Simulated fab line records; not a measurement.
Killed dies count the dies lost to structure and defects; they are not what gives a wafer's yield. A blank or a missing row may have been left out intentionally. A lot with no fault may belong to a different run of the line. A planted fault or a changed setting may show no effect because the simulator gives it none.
Which tool did it? | flow berkeley cmos170 | 21 wafers from 7 lots sampled at 2 of the route's 331 steps

WHAT EACH GAUGE READ, for each wafer
UCB170_V1_THK_MEAS_04.
lot  | measured     | on            | V1_POLISHED_THK (nm)
L687 | day 8 01:34  | film metro-03 | 998.5 998.6 999.5
L688 | day 8 05:52  | film metro-01 | 999.0 998.3 997.8
L693 | day 9 07:35  | film metro-03 | 1002.3 1000.8 1000.6
L697 | day 9 17:05  | film metro-01 | 1000.1 1001.0 1000.0
L699 | day 10 07:28 | film metro-03 | 924.3 999.5 999.2
L701 | day 10 21:46 | film metro-01 | 998.3 999.1 996.4
L708 | day 11 23:35 | film metro-02 | 998.9 997.6 999.0

WHICH TOOL RAN EACH LOT (tool, then ch and the chambers of the sampled wafers, then the start)
lot  | UCB170_V1_CMP_02
L687 | cmp-02 ch 0,1,2, day 8 01:09
L688 | cmp-01 ch 0,3, day 8 05:26
L693 | cmp-02 ch 1,2, day 9 07:12
L697 | cmp-01 ch 0,1,2, day 9 16:40
L699 | cmp-01 ch 1,2,3, day 10 07:11
L701 | cmp-02 ch 0,1,3, day 10 21:26
L708 | cmp-02 ch 0,1, day 11 23:12
- UCB170_V1_CMP_02: polishes SiO2.

THE ANSWER, worked out from the rows above alone
Rule: usual is defined by the lots themselves. The widest of any qualifying gaps counts: lots, ordered by their means at a reading, are off when they make up no more than a third of the lots, leave a main group of 4 or more, and stand apart from it by 3 or more times the standard deviation of that group's means. The tables above print the reading to a certain number of digits; a main group whose means all agree to those digits is not used. Also off: a lot with no number at a reading for which 4 or more lots have one. All remaining lots with rows at the step are treated as sound.
Off: L699, at UCB170_V1_THK_MEAS_04 (V1_POLISHED_THK). Main group: mean 999.2 nm, sd 1.2.
A tool fits if, at a process step before that reading, it ran every lot that is off, and no sound lot after the first of them. Those tools and the gauges at UCB170_V1_THK_MEAS_04 are tried in the same way. 2 tools fit, cmp-01 at UCB170_V1_CMP_02 and film metro-03 at UCB170_V1_THK_MEAS_04, so this cannot tell which one it is.

WHAT THE SIMULATOR PUT IN
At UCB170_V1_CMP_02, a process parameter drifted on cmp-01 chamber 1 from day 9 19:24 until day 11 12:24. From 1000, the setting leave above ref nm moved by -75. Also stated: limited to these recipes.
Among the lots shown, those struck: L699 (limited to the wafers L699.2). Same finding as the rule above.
